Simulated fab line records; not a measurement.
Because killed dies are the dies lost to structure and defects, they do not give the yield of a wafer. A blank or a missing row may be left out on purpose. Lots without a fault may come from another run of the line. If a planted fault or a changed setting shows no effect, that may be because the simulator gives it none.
fab line records / flow berkeley_cmos170
record: lots: 14 wafers: 42 last_day: 13
route steps=331 shown ZERO@13 PWELL@45 PLDD@155 NLDD@169
lots that met no fault: taken from a fault-free run of the same line
start_h: start of the lot's first displayed wafer, in hours after the record's first day / wait_h: hours from the lot's prior step to this one / " same as the row above / L1.1+2: a row that stands for several wafers / - no value present, or no start provided / * or withheld: withheld / < > ~ a bound
route shown NAME@n: names a module that has steps shown in the file, with the first one's number in the route / usual: mean and standard deviation over wafers with no fault / same: alike in all rows / chamber/n: place in a boat / sites: each site's reading / _std_site: standard deviation of those values / _edge_site: outer sites' mean less inner sites' / radius_mm: for every site, how far away it sits from the centre of the wafer / mask NAME#n: copy n / behind: tool/chamber where the wafer was last shaped / hold: cause of the lot's hold/its duration in hours/its outcome / device: transistor that didn't switch, given as n, p or np / end of line: the route-end tests of the same wafers / where a step has no rows: the recipe by itself / killed: dies that structure and defects cost at the first sort, which is not the same as the wafer's yield / map: a wafer's dies, marking killed ones x, the rest . and places with no die _
set.NAME: the setting that was run; set.NAME@STEP: the one run at that earlier step / model.NAME: the simulator's own value behind a step, which no gauge read
the route's steps for a sample of lots (tables are steps, rows are wafers)
services: when a tool's chamber went out of use (start_h, in hours from the record's first day, below 0 if earlier), for how many hours, and the reason
== steps ==
step: UCB170_ZERO_STRIP_07
recipe: chemistry: O2 power_w: 400 pressure_mtorr: 3500 platen_temp_c: withheld o2_flow_sccm: 400 overash_fraction: 0.5
usual: drypump_motor_current_A: 5.8/0.41 oes_product_au: 0.727/0.0046 strip_time_to_endpoint_s: 21.50/0.069
lot.wafer=L450.3 tool=plasma_asher-04 chamber=0 start_h=26.06 wait_h=0.0 drypump_motor_current_A=5.2 oes_product_au=0.733 rf_hours_counter_h=- strip_time_to_endpoint_s=21.48
lot.wafer=L450.5 tool=plasma_asher-04 chamber=1 start_h=26.06 wait_h=0.0 drypump_motor_current_A=6.0 oes_product_au=0.730 rf_hours_counter_h=- strip_time_to_endpoint_s=21.53
lot.wafer=L450.6 tool=plasma_asher-04 chamber=0 start_h=26.06 wait_h=0.0 drypump_motor_current_A=5.2 oes_product_au=0.718 rf_hours_counter_h=- strip_time_to_endpoint_s=21.60
lot.wafer=L451.1 tool=plasma_asher-03 chamber=0 start_h=26.30 wait_h=0.0 drypump_motor_current_A=5.9 oes_product_au=0.719 rf_hours_counter_h=34 strip_time_to_endpoint_s=21.52
lot.wafer=L451.3 tool=plasma_asher-03 chamber=0 start_h=26.30 wait_h=0.0 drypump_motor_current_A=5.9 oes_product_au=0.729 rf_hours_counter_h=- strip_time_to_endpoint_s=21.54
lot.wafer=L451.6 tool=plasma_asher-03 chamber=0 start_h=26.30 wait_h=0.0 drypump_motor_current_A=5.9 oes_product_au=0.733 rf_hours_counter_h=- strip_time_to_endpoint_s=21.55
lot.wafer=L452.2 tool=plasma_asher-03 chamber=0 start_h=33.01 wait_h=0.0 drypump_motor_current_A=5.9 oes_product_au=0.727 rf_hours_counter_h=36 strip_time_to_endpoint_s=21.45
lot.wafer=L452.4 tool=plasma_asher-03 chamber=0 start_h=33.01 wait_h=0.0 drypump_motor_current_A=5.9 oes_product_au=0.727 rf_hours_counter_h=- strip_time_to_endpoint_s=21.48
lot.wafer=L452.6 tool=plasma_asher-03 chamber=1 start_h=33.01 wait_h=0.0 drypump_motor_current_A=6.3 oes_product_au=0.727 rf_hours_counter_h=- strip_time_to_endpoint_s=21.42
lot.wafer=L453.1 tool=plasma_asher-01 chamber=0 start_h=36.83 wait_h=0.0 drypump_motor_current_A=5.8 oes_product_au=0.727 rf_hours_counter_h=34 strip_time_to_endpoint_s=21.56
lot.wafer=L453.4 tool=plasma_asher-01 chamber=1 start_h=36.83 wait_h=0.0 drypump_motor_current_A=5.2 oes_product_au=0.721 rf_hours_counter_h=- strip_time_to_endpoint_s=21.58
lot.wafer=L453.6 tool=plasma_asher-01 chamber=1 start_h=36.83 wait_h=0.0 drypump_motor_current_A=5.2 oes_product_au=0.730 rf_hours_counter_h=- strip_time_to_endpoint_s=21.50
lot.wafer=L456.2 tool=plasma_asher-01 chamber=0 start_h=51.84 wait_h=0.0 drypump_motor_current_A=5.8 oes_product_au=0.735 rf_hours_counter_h=37 strip_time_to_endpoint_s=21.50
lot.wafer=L456.5 tool=plasma_asher-01 chamber=1 start_h=51.84 wait_h=0.0 drypump_motor_current_A=5.2 oes_product_au=0.722 rf_hours_counter_h=- strip_time_to_endpoint_s=21.55
lot.wafer=L456.6 tool=plasma_asher-01 chamber=0 start_h=51.84 wait_h=0.0 drypump_motor_current_A=5.8 oes_product_au=0.720 rf_hours_counter_h=- strip_time_to_endpoint_s=21.52
lot.wafer=L458.2 tool=plasma_asher-04 chamber=1 start_h=62.63 wait_h=0.0 drypump_motor_current_A=6.0 oes_product_au=0.727 rf_hours_counter_h=34 strip_time_to_endpoint_s=21.33
lot.wafer=L458.3 tool=plasma_asher-04 chamber=0 start_h=62.63 wait_h=0.0 drypump_motor_current_A=5.2 oes_product_au=0.722 rf_hours_counter_h=- strip_time_to_endpoint_s=21.38
lot.wafer=L458.4 tool=plasma_asher-04 chamber=1 start_h=62.63 wait_h=0.0 drypump_motor_current_A=6.0 oes_product_au=0.725 rf_hours_counter_h=- strip_time_to_endpoint_s=21.39
lot.wafer=L459.1 tool=plasma_asher-03 chamber=1 start_h=68.12 wait_h=0.0 drypump_motor_current_A=6.3 oes_product_au=0.722 rf_hours_counter_h=41 strip_time_to_endpoint_s=21.43
lot.wafer=L459.3 tool=plasma_asher-03 chamber=0 start_h=68.12 wait_h=0.0 drypump_motor_current_A=5.9 oes_product_au=0.724 rf_hours_counter_h=- strip_time_to_endpoint_s=21.49
lot.wafer=L459.4 tool=plasma_asher-03 chamber=1 start_h=68.12 wait_h=0.0 drypump_motor_current_A=6.3 oes_product_au=0.724 rf_hours_counter_h=- strip_time_to_endpoint_s=21.46
lot.wafer=L463.1 tool=plasma_asher-01 chamber=0 start_h=87.68 wait_h=0.0 drypump_motor_current_A=5.8 oes_product_au=0.732 rf_hours_counter_h=41 strip_time_to_endpoint_s=21.42
lot.wafer=L463.4 tool=plasma_asher-01 chamber=1 start_h=87.68 wait_h=0.0 drypump_motor_current_A=5.2 oes_product_au=0.727 rf_hours_counter_h=- strip_time_to_endpoint_s=21.53
lot.wafer=L463.5 tool=plasma_asher-01 chamber=0 start_h=87.68 wait_h=0.0 drypump_motor_current_A=5.8 oes_product_au=0.725 rf_hours_counter_h=- strip_time_to_endpoint_s=21.53
lot.wafer=L464.1 tool=plasma_asher-03 chamber=1 start_h=90.19 wait_h=0.0 drypump_motor_current_A=6.3 oes_product_au=0.728 rf_hours_counter_h=43 strip_time_to_endpoint_s=21.41
lot.wafer=L464.3 tool=plasma_asher-03 chamber=1 start_h=90.19 wait_h=0.0 drypump_motor_current_A=6.3 oes_product_au=0.730 rf_hours_counter_h=- strip_time_to_endpoint_s=21.39
lot.wafer=L464.6 tool=plasma_asher-03 chamber=1 start_h=90.19 wait_h=0.0 drypump_motor_current_A=6.3 oes_product_au=0.720 rf_hours_counter_h=- strip_time_to_endpoint_s=21.44
lot.wafer=L467.1 tool=plasma_asher-04 chamber=1 start_h=107.21 wait_h=0.0 drypump_motor_current_A=6.0 oes_product_au=0.731 rf_hours_counter_h=39 strip_time_to_endpoint_s=21.47
lot.wafer=L467.4 tool=plasma_asher-04 chamber=1 start_h=107.21 wait_h=0.0 drypump_motor_current_A=6.0 oes_product_au=0.725 rf_hours_counter_h=- strip_time_to_endpoint_s=21.44
lot.wafer=L467.5 tool=plasma_asher-04 chamber=0 start_h=107.21 wait_h=0.0 drypump_motor_current_A=5.2 oes_product_au=0.729 rf_hours_counter_h=- strip_time_to_endpoint_s=21.48
lot.wafer=L468.1 tool=plasma_asher-01 chamber=1 start_h=107.49 wait_h=0.0 drypump_motor_current_A=5.2 oes_product_au=0.730 rf_hours_counter_h=43 strip_time_to_endpoint_s=21.50
lot.wafer=L468.2 tool=plasma_asher-01 chamber=0 start_h=107.49 wait_h=0.0 drypump_motor_current_A=5.8 oes_product_au=0.725 rf_hours_counter_h=43 strip_time_to_endpoint_s=21.55
lot.wafer=L468.3 tool=plasma_asher-01 chamber=0 start_h=107.49 wait_h=0.0 drypump_motor_current_A=5.8 oes_product_au=0.721 rf_hours_counter_h=- strip_time_to_endpoint_s=21.51
lot.wafer=L469.2 tool=plasma_asher-04 chamber=0 start_h=116.28 wait_h=0.0 drypump_motor_current_A=5.2 oes_product_au=0.727 rf_hours_counter_h=40 strip_time_to_endpoint_s=21.54
lot.wafer=L469.3 tool=plasma_asher-04 chamber=0 start_h=116.28 wait_h=0.0 drypump_motor_current_A=5.2 oes_product_au=0.725 rf_hours_counter_h=- strip_time_to_endpoint_s=21.57
lot.wafer=L469.5 tool=plasma_asher-04 chamber=0 start_h=116.28 wait_h=0.0 drypump_motor_current_A=5.2 oes_product_au=0.725 rf_hours_counter_h=- strip_time_to_endpoint_s=21.57
lot.wafer=L472.2 tool=plasma_asher-01 chamber=0 start_h=129.88 wait_h=0.0 drypump_motor_current_A=5.8 oes_product_au=0.728 rf_hours_counter_h=47 strip_time_to_endpoint_s=21.59
lot.wafer=L472.3 tool=plasma_asher-01 chamber=0 start_h=129.88 wait_h=0.0 drypump_motor_current_A=5.8 oes_product_au=0.731 rf_hours_counter_h=- strip_time_to_endpoint_s=21.60
lot.wafer=L472.4 tool=plasma_asher-01 chamber=1 start_h=129.88 wait_h=0.0 drypump_motor_current_A=5.2 oes_product_au=0.723 rf_hours_counter_h=- strip_time_to_endpoint_s=21.63
lot.wafer=L473.2 tool=plasma_asher-04 chamber=1 start_h=137.09 wait_h=0.0 drypump_motor_current_A=6.1 oes_product_au=0.725 rf_hours_counter_h=41 strip_time_to_endpoint_s=21.45
lot.wafer=L473.4 tool=plasma_asher-04 chamber=0 start_h=137.09 wait_h=0.0 drypump_motor_current_A=5.2 oes_product_au=0.730 rf_hours_counter_h=- strip_time_to_endpoint_s=21.45
lot.wafer=L473.5 tool=plasma_asher-04 chamber=1 start_h=137.09 wait_h=0.0 drypump_motor_current_A=6.1 oes_product_au=0.732 rf_hours_counter_h=- strip_time_to_endpoint_s=21.36
step: UCB170_PWELL_PEB_11
recipe: peb_temp_c: 130 peb_time_s: withheld resist: KrF
usual: chill_plate_temp_C: 23.00/0.11 exhaust_pa: 45.2/0.93
lot.wafer=L452.2 tool=litho_track-01 chamber=0 start_h=59.47 wait_h=0.6 chill_plate_temp_C=23.03 exhaust_pa=44.6
lot.wafer=L452.4 tool=litho_track-01 chamber=0 start_h=59.47 wait_h=0.6 chill_plate_temp_C=22.98 exhaust_pa=43.6
lot.wafer=L452.6 tool=litho_track-01 chamber=0 start_h=59.47 wait_h=0.6 chill_plate_temp_C=23.10 exhaust_pa=43.7
lot.wafer=L450.3 tool=litho_track-02 chamber=0 start_h=59.59 wait_h=0.6 chill_plate_temp_C=23.12 exhaust_pa=45.9
lot.wafer=L450.5 tool=litho_track-02 chamber=0 start_h=59.59 wait_h=0.6 chill_plate_temp_C=23.04 exhaust_pa=45.9
lot.wafer=L450.6 tool=litho_track-02 chamber=0 start_h=59.59 wait_h=0.6 chill_plate_temp_C=22.88 exhaust_pa=45.8
lot.wafer=L451.1 tool=litho_track-03 chamber=0 start_h=59.64 wait_h=0.6 chill_plate_temp_C=23.16 exhaust_pa=44.1
lot.wafer=L451.3 tool=litho_track-03 chamber=0 start_h=59.64 wait_h=0.6 chill_plate_temp_C=23.11 exhaust_pa=45.1
lot.wafer=L451.6 tool=litho_track-03 chamber=0 start_h=59.64 wait_h=0.6 chill_plate_temp_C=23.14 exhaust_pa=45.3
lot.wafer=L453.1 tool=litho_track-01 chamber=0 start_h=66.80 wait_h=0.3 chill_plate_temp_C=23.09 exhaust_pa=46.0
lot.wafer=L453.4 tool=litho_track-01 chamber=0 start_h=66.80 wait_h=0.3 chill_plate_temp_C=23.11 exhaust_pa=45.1
lot.wafer=L453.6 tool=litho_track-01 chamber=0 start_h=66.80 wait_h=0.3 chill_plate_temp_C=23.13 exhaust_pa=46.5
lot.wafer=L456.2 tool=litho_track-03 chamber=0 start_h=87.21 wait_h=0.1 chill_plate_temp_C=22.93 exhaust_pa=45.5
lot.wafer=L456.5 tool=litho_track-03 chamber=0 start_h=87.21 wait_h=0.1 chill_plate_temp_C=22.95 exhaust_pa=44.8
lot.wafer=L456.6 tool=litho_track-03 chamber=0 start_h=87.21 wait_h=0.1 chill_plate_temp_C=22.82 exhaust_pa=45.6
lot.wafer=L459.1 tool=litho_track-02 chamber=- start_h=97.59 wait_h=0.3 chill_plate_temp_C=- exhaust_pa=-
lot.wafer=L459.3 tool=litho_track-02 chamber=- start_h=97.59 wait_h=0.3 chill_plate_temp_C=- exhaust_pa=-
lot.wafer=L459.4 tool=litho_track-02 chamber=- start_h=97.59 wait_h=0.3 chill_plate_temp_C=- exhaust_pa=-
lot.wafer=L458.2 tool=litho_track-01 chamber=- start_h=97.73 wait_h=0.2 chill_plate_temp_C=- exhaust_pa=-
lot.wafer=L458.3 tool=litho_track-01 chamber=- start_h=97.73 wait_h=0.2 chill_plate_temp_C=- exhaust_pa=-
lot.wafer=L458.4 tool=litho_track-01 chamber=- start_h=97.73 wait_h=0.2 chill_plate_temp_C=- exhaust_pa=-
lot.wafer=L463.1 tool=litho_track-02 chamber=0 start_h=116.30 wait_h=0.1 chill_plate_temp_C=22.80 exhaust_pa=44.2
lot.wafer=L463.4 tool=litho_track-02 chamber=0 start_h=116.30 wait_h=0.1 chill_plate_temp_C=22.64 exhaust_pa=43.6
lot.wafer=L463.5 tool=litho_track-02 chamber=0 start_h=116.30 wait_h=0.1 chill_plate_temp_C=22.82 exhaust_pa=44.6
lot.wafer=L464.1 tool=litho_track-01 chamber=0 start_h=127.56 wait_h=0.8 chill_plate_temp_C=23.01 exhaust_pa=45.1
lot.wafer=L464.3 tool=litho_track-01 chamber=0 start_h=127.56 wait_h=0.8 chill_plate_temp_C=22.97 exhaust_pa=45.4
lot.wafer=L464.6 tool=litho_track-01 chamber=0 start_h=127.56 wait_h=0.8 chill_plate_temp_C=23.06 exhaust_pa=44.5
lot.wafer=L468.1 tool=litho_track-02 chamber=0 start_h=139.63 wait_h=0.1 chill_plate_temp_C=23.12 exhaust_pa=43.1
lot.wafer=L468.2 tool=litho_track-02 chamber=0 start_h=139.63 wait_h=0.1 chill_plate_temp_C=23.07 exhaust_pa=45.1
lot.wafer=L468.3 tool=litho_track-02 chamber=0 start_h=139.63 wait_h=0.1 chill_plate_temp_C=23.03 exhaust_pa=44.9
lot.wafer=L467.1 tool=litho_track-03 chamber=0 start_h=139.87 wait_h=0.1 chill_plate_temp_C=23.09 exhaust_pa=47.7
lot.wafer=L467.4 tool=litho_track-03 chamber=0 start_h=139.87 wait_h=0.1 chill_plate_temp_C=23.14 exhaust_pa=45.5
lot.wafer=L467.5 tool=litho_track-03 chamber=0 start_h=139.87 wait_h=0.1 chill_plate_temp_C=23.09 exhaust_pa=45.5
lot.wafer=L469.2 tool=litho_track-03 chamber=0 start_h=150.13 wait_h=0.1 chill_plate_temp_C=23.19 exhaust_pa=46.1
lot.wafer=L469.3 tool=litho_track-03 chamber=0 start_h=150.13 wait_h=0.1 chill_plate_temp_C=22.98 exhaust_pa=46.2
lot.wafer=L469.5 tool=litho_track-03 chamber=0 start_h=150.13 wait_h=0.1 chill_plate_temp_C=23.01 exhaust_pa=46.4
lot.wafer=L472.2 tool=litho_track-01 chamber=0 start_h=163.23 wait_h=0.4 chill_plate_temp_C=23.00 exhaust_pa=44.9
lot.wafer=L472.3 tool=litho_track-01 chamber=0 start_h=163.23 wait_h=0.4 chill_plate_temp_C=23.06 exhaust_pa=45.7
lot.wafer=L472.4 tool=litho_track-01 chamber=0 start_h=163.23 wait_h=0.4 chill_plate_temp_C=22.99 exhaust_pa=46.1
lot.wafer=L473.2 tool=litho_track-01 chamber=0 start_h=171.28 wait_h=0.1 chill_plate_temp_C=22.94 exhaust_pa=46.0
lot.wafer=L473.4 tool=litho_track-01 chamber=0 start_h=171.28 wait_h=0.1 chill_plate_temp_C=23.06 exhaust_pa=46.5
lot.wafer=L473.5 tool=litho_track-01 chamber=0 start_h=171.28 wait_h=0.1 chill_plate_temp_C=23.01 exhaust_pa=45.9
step: UCB170_PLDD_STRIP_10
recipe: chemistry: O2 power_w: 400 pressure_mtorr: 3500 platen_temp_c: withheld o2_flow_sccm: 400 overash_fraction: 0.5
usual: drypump_motor_current_A: 5.7/0.4 oes_product_au: 0.735/0.0044 strip_time_to_endpoint_s: 21.75/0.058
lot.wafer=L452.2 tool=plasma_asher-04 chamber=0 start_h=146.97 wait_h=0.1 drypump_motor_current_A=5.2 oes_product_au=0.737 rf_hours_counter_h=42 strip_time_to_endpoint_s=21.78
lot.wafer=L452.4 tool=plasma_asher-04 chamber=1 start_h=146.97 wait_h=0.1 drypump_motor_current_A=6.0 oes_product_au=0.737 rf_hours_counter_h=- strip_time_to_endpoint_s=21.72
lot.wafer=L452.6 tool=plasma_asher-04 chamber=1 start_h=146.97 wait_h=0.1 drypump_motor_current_A=6.0 oes_product_au=0.728 rf_hours_counter_h=- strip_time_to_endpoint_s=21.72
lot.wafer=L450.3 tool=plasma_asher-03 chamber=0 start_h=147.13 wait_h=0.1 drypump_motor_current_A=5.9 oes_product_au=0.729 rf_hours_counter_h=- strip_time_to_endpoint_s=21.85
lot.wafer=L450.5 tool=plasma_asher-03 chamber=0 start_h=147.13 wait_h=0.1 drypump_motor_current_A=5.9 oes_product_au=0.735 rf_hours_counter_h=- strip_time_to_endpoint_s=21.79
lot.wafer=L450.6 tool=plasma_asher-03 chamber=1 start_h=147.13 wait_h=0.1 drypump_motor_current_A=6.3 oes_product_au=0.734 rf_hours_counter_h=- strip_time_to_endpoint_s=21.79
lot.wafer=L453.1 tool=plasma_asher-04 chamber=0 start_h=152.58 wait_h=0.1 drypump_motor_current_A=5.2 oes_product_au=0.733 rf_hours_counter_h=43 strip_time_to_endpoint_s=21.78
lot.wafer=L453.4 tool=plasma_asher-04 chamber=0 start_h=152.58 wait_h=0.1 drypump_motor_current_A=5.2 oes_product_au=0.723 rf_hours_counter_h=- strip_time_to_endpoint_s=21.81
lot.wafer=L453.6 tool=plasma_asher-04 chamber=1 start_h=152.58 wait_h=0.1 drypump_motor_current_A=6.0 oes_product_au=0.743 rf_hours_counter_h=- strip_time_to_endpoint_s=21.81
lot.wafer=L451.1 tool=plasma_asher-04 chamber=0 start_h=153.13 wait_h=0.1 drypump_motor_current_A=5.2 oes_product_au=0.734 rf_hours_counter_h=43 strip_time_to_endpoint_s=21.72
lot.wafer=L451.3 tool=plasma_asher-04 chamber=0 start_h=153.13 wait_h=0.1 drypump_motor_current_A=5.2 oes_product_au=0.733 rf_hours_counter_h=- strip_time_to_endpoint_s=21.76
lot.wafer=L451.6 tool=plasma_asher-04 chamber=1 start_h=153.13 wait_h=0.1 drypump_motor_current_A=6.1 oes_product_au=0.732 rf_hours_counter_h=- strip_time_to_endpoint_s=21.79
lot.wafer=L456.2 tool=plasma_asher-01 chamber=0 start_h=175.59 wait_h=0.1 drypump_motor_current_A=5.8 oes_product_au=0.727 rf_hours_counter_h=52 strip_time_to_endpoint_s=21.75
lot.wafer=L456.5 tool=plasma_asher-01 chamber=0 start_h=175.59 wait_h=0.1 drypump_motor_current_A=5.8 oes_product_au=0.724 rf_hours_counter_h=- strip_time_to_endpoint_s=21.73
lot.wafer=L456.6 tool=plasma_asher-01 chamber=1 start_h=175.59 wait_h=0.1 drypump_motor_current_A=5.2 oes_product_au=0.731 rf_hours_counter_h=- strip_time_to_endpoint_s=21.75
lot.wafer=L463.1 tool=plasma_asher-04 chamber=0 start_h=208.38 wait_h=0.1 drypump_motor_current_A=5.2 oes_product_au=0.730 rf_hours_counter_h=49 strip_time_to_endpoint_s=21.81
lot.wafer=L463.4 tool=plasma_asher-04 chamber=0 start_h=208.38 wait_h=0.1 drypump_motor_current_A=5.2 oes_product_au=0.735 rf_hours_counter_h=- strip_time_to_endpoint_s=21.86
lot.wafer=L463.5 tool=plasma_asher-04 chamber=1 start_h=208.38 wait_h=0.1 drypump_motor_current_A=6.1 oes_product_au=0.735 rf_hours_counter_h=- strip_time_to_endpoint_s=21.76
lot.wafer=L464.1 tool=plasma_asher-04 chamber=1 start_h=220.91 wait_h=0.1 drypump_motor_current_A=6.0 oes_product_au=0.733 rf_hours_counter_h=50 strip_time_to_endpoint_s=21.73
lot.wafer=L464.3 tool=plasma_asher-04 chamber=0 start_h=220.91 wait_h=0.1 drypump_motor_current_A=5.2 oes_product_au=0.742 rf_hours_counter_h=- strip_time_to_endpoint_s=21.79
lot.wafer=L464.6 tool=plasma_asher-04 chamber=0 start_h=220.91 wait_h=0.1 drypump_motor_current_A=5.2 oes_product_au=0.738 rf_hours_counter_h=- strip_time_to_endpoint_s=21.79
lot.wafer=L467.1 tool=plasma_asher-03 chamber=0 start_h=231.68 wait_h=0.1 drypump_motor_current_A=5.9 oes_product_au=0.739 rf_hours_counter_h=14 strip_time_to_endpoint_s=21.74
lot.wafer=L467.4 tool=plasma_asher-03 chamber=0 start_h=231.68 wait_h=0.1 drypump_motor_current_A=5.9 oes_product_au=0.739 rf_hours_counter_h=- strip_time_to_endpoint_s=21.79
lot.wafer=L467.5 tool=plasma_asher-03 chamber=1 start_h=231.68 wait_h=0.1 drypump_motor_current_A=6.3 oes_product_au=0.726 rf_hours_counter_h=- strip_time_to_endpoint_s=21.72
lot.wafer=L468.1 tool=plasma_asher-04 chamber=0 start_h=232.02 wait_h=0.1 drypump_motor_current_A=5.2 oes_product_au=0.731 rf_hours_counter_h=51 strip_time_to_endpoint_s=21.63
lot.wafer=L468.2 tool=plasma_asher-04 chamber=1 start_h=232.02 wait_h=0.1 drypump_motor_current_A=6.0 oes_product_au=0.731 rf_hours_counter_h=51 strip_time_to_endpoint_s=21.63
lot.wafer=L468.3 tool=plasma_asher-04 chamber=0 start_h=232.02 wait_h=0.1 drypump_motor_current_A=5.2 oes_product_au=0.729 rf_hours_counter_h=- strip_time_to_endpoint_s=21.58
lot.wafer=L469.2 tool=plasma_asher-01 chamber=1 start_h=240.08 wait_h=0.1 drypump_motor_current_A=5.2 oes_product_au=0.734 rf_hours_counter_h=59 strip_time_to_endpoint_s=21.85
lot.wafer=L469.3 tool=plasma_asher-01 chamber=1 start_h=240.08 wait_h=0.1 drypump_motor_current_A=5.2 oes_product_au=0.730 rf_hours_counter_h=- strip_time_to_endpoint_s=21.80
lot.wafer=L469.5 tool=plasma_asher-01 chamber=1 start_h=240.08 wait_h=0.1 drypump_motor_current_A=5.2 oes_product_au=0.738 rf_hours_counter_h=- strip_time_to_endpoint_s=21.71
lot.wafer=L472.2 tool=plasma_asher-04 chamber=0 start_h=255.32 wait_h=0.1 drypump_motor_current_A=5.2 oes_product_au=0.728 rf_hours_counter_h=54 strip_time_to_endpoint_s=21.74
lot.wafer=L472.3 tool=plasma_asher-04 chamber=1 start_h=255.32 wait_h=0.1 drypump_motor_current_A=6.0 oes_product_au=0.731 rf_hours_counter_h=- strip_time_to_endpoint_s=21.79
lot.wafer=L472.4 tool=plasma_asher-04 chamber=0 start_h=255.32 wait_h=0.1 drypump_motor_current_A=5.2 oes_product_au=0.737 rf_hours_counter_h=- strip_time_to_endpoint_s=21.82
lot.wafer=L473.2 tool=plasma_asher-01 chamber=1 start_h=266.56 wait_h=0.1 drypump_motor_current_A=5.2 oes_product_au=0.732 rf_hours_counter_h=62 strip_time_to_endpoint_s=21.81
lot.wafer=L473.4 tool=plasma_asher-01 chamber=0 start_h=266.56 wait_h=0.1 drypump_motor_current_A=5.8 oes_product_au=0.737 rf_hours_counter_h=- strip_time_to_endpoint_s=21.75
lot.wafer=L473.5 tool=plasma_asher-01 chamber=0 start_h=266.56 wait_h=0.1 drypump_motor_current_A=5.8 oes_product_au=0.734 rf_hours_counter_h=- strip_time_to_endpoint_s=21.74
step: UCB170_NLDD_TW_MEAS_11
usual: NLDD_TW: 2235/15
lot.wafer=L452.2 tool=film_metro-01 chamber=- start_h=149.36 wait_h=0.1 NLDD_TW=2223
lot.wafer=L452.4 tool=film_metro-01 chamber=- start_h=149.36 wait_h=0.1 NLDD_TW=2239
lot.wafer=L452.6 tool=film_metro-01 chamber=- start_h=149.36 wait_h=0.1 NLDD_TW=2249
lot.wafer=L450.3 tool=film_metro-01 chamber=- start_h=149.72 wait_h=0.1 NLDD_TW=2239
lot.wafer=L450.5 tool=film_metro-01 chamber=- start_h=149.72 wait_h=0.1 NLDD_TW=2242
lot.wafer=L450.6 tool=film_metro-01 chamber=- start_h=149.72 wait_h=0.1 NLDD_TW=2231
lot.wafer=L453.1 tool=film_metro-01 chamber=- start_h=154.46 wait_h=0.1 NLDD_TW=2246
lot.wafer=L453.4 tool=film_metro-01 chamber=- start_h=154.46 wait_h=0.1 NLDD_TW=2232
lot.wafer=L453.6 tool=film_metro-01 chamber=- start_h=154.46 wait_h=0.1 NLDD_TW=2236
lot.wafer=L451.1 tool=film_metro-03 chamber=- start_h=155.01 wait_h=0.1 NLDD_TW=2224
lot.wafer=L451.3 tool=film_metro-03 chamber=- start_h=155.01 wait_h=0.1 NLDD_TW=2245
lot.wafer=L451.6 tool=film_metro-03 chamber=- start_h=155.01 wait_h=0.1 NLDD_TW=2239
lot.wafer=L456.2 tool=film_metro-02 chamber=- start_h=178.34 wait_h=0.1 NLDD_TW=2207
lot.wafer=L456.5 tool=film_metro-02 chamber=- start_h=178.34 wait_h=0.1 NLDD_TW=2207
lot.wafer=L456.6 tool=film_metro-02 chamber=- start_h=178.34 wait_h=0.1 NLDD_TW=2200
lot.wafer=L463.1 tool=film_metro-01 chamber=- start_h=210.74 wait_h=0.1 NLDD_TW=2246
lot.wafer=L463.4 tool=film_metro-01 chamber=- start_h=210.74 wait_h=0.1 NLDD_TW=2243
lot.wafer=L463.5 tool=film_metro-01 chamber=- start_h=210.74 wait_h=0.1 NLDD_TW=2253
lot.wafer=L464.1 tool=film_metro-03 chamber=- start_h=223.49 wait_h=0.1 NLDD_TW=2249
lot.wafer=L464.3 tool=film_metro-03 chamber=- start_h=223.49 wait_h=0.1 NLDD_TW=2231
lot.wafer=L464.6 tool=film_metro-03 chamber=- start_h=223.49 wait_h=0.1 NLDD_TW=2253
lot.wafer=L467.1 tool=film_metro-03 chamber=- start_h=233.74 wait_h=0.1 NLDD_TW=2249
lot.wafer=L467.4 tool=film_metro-03 chamber=- start_h=233.74 wait_h=0.1 NLDD_TW=2255
lot.wafer=L467.5 tool=film_metro-03 chamber=- start_h=233.74 wait_h=0.1 NLDD_TW=2254
lot.wafer=L468.1 tool=film_metro-02 chamber=- start_h=233.92 wait_h=0.1 NLDD_TW=2205
lot.wafer=L468.2 tool=film_metro-02 chamber=- start_h=233.92 wait_h=0.1 NLDD_TW=2219
lot.wafer=L468.3 tool=film_metro-02 chamber=- start_h=233.92 wait_h=0.1 NLDD_TW=2201
lot.wafer=L469.2 tool=film_metro-03 chamber=- start_h=241.97 wait_h=0.1 NLDD_TW=2238
lot.wafer=L469.3 tool=film_metro-03 chamber=- start_h=241.97 wait_h=0.1 NLDD_TW=2238
lot.wafer=L469.5 tool=film_metro-03 chamber=- start_h=241.97 wait_h=0.1 NLDD_TW=2235
lot.wafer=L472.2 tool=film_metro-03 chamber=- start_h=257.20 wait_h=0.1 NLDD_TW=2242
lot.wafer=L472.3 tool=film_metro-03 chamber=- start_h=257.20 wait_h=0.1 NLDD_TW=2241
lot.wafer=L472.4 tool=film_metro-03 chamber=- start_h=257.20 wait_h=0.1 NLDD_TW=2228
lot.wafer=L473.2 tool=film_metro-01 chamber=- start_h=269.57 wait_h=0.1 NLDD_TW=2253
lot.wafer=L473.4 tool=film_metro-01 chamber=- start_h=269.57 wait_h=0.1 NLDD_TW=2258
lot.wafer=L473.5 tool=film_metro-01 chamber=- start_h=269.57 wait_h=0.1 NLDD_TW=2247
== services ==
tool=plasma_asher-04 chamber=- start_h=50.65 hours=2.5 kind=repair
tool=plasma_asher-01 chamber=- start_h=53.87 hours=0.7 kind=repair
tool=plasma_asher-03 chamber=- start_h=108.75 hours=9.0 kind=pm
tool=plasma_asher-03 chamber=0 start_h=108.75 hours=9.0 kind=vent_cycle
tool=plasma_asher-03 chamber=1 start_h=108.75 hours=9.0 kind=vent_cycle
tool=plasma_asher-03 chamber=0 start_h=117.75 hours=- kind=clean
tool=plasma_asher-03 chamber=1 start_h=117.75 hours=- kind=clean
tool=plasma_asher-04 chamber=- start_h=122.30 hours=9.2 kind=repair
tool=plasma_asher-04 chamber=- start_h=172.02 hours=0.8 kind=repair
tool=litho_track-03 chamber=- start_h=262.31 hours=- kind=consumable_replace:filter
tool=plasma_asher-03 chamber=- start_h=265.49 hours=5.8 kind=repair
== key ==
first_sign: step: UCB170_PWELL_PEB_11 reading: tool_record direction: missing
effect none on later readings
met_at UCB170_PWELL_PEB_11
struck_lots L458,L459
later_rows_left_out L458.2,L458.3,L458.4,L459.1,L459.3,L459.4
sort_left_out L458.2,L458.3,L458.4,L459.1,L459.3,L459.4
tester_left_out L458,L459
not_acting_at UCB170_ZERO_STRIP_07,UCB170_PLDD_STRIP_10,UCB170_NLDD_TW_MEAS_11
onset_between 66.80 97.59
fault: kind: skipped_step_whole tool: litho_track-01,litho_track-02 chamber: - onset_h: 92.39 steps: UCB170_PWELL_PEB_11 scope: struck_lots_only
tester_left_out: of these lots the tester's yield and bins aren't shown, on N5 and GAA mostly nor the transistor test; their killed dies are dies lost to structure and defects alone, not to doping, threshold or leakage, so they don't give the yield
sort_left_out: the simulated sort isn't trusted on such a fault, so these wafers' sort isn't shown, and their yield isn't known
later_rows_left_out: the simulator's readings of these wafers behind a module that went badly wrong aren't trusted and aren't shown, but for the sort
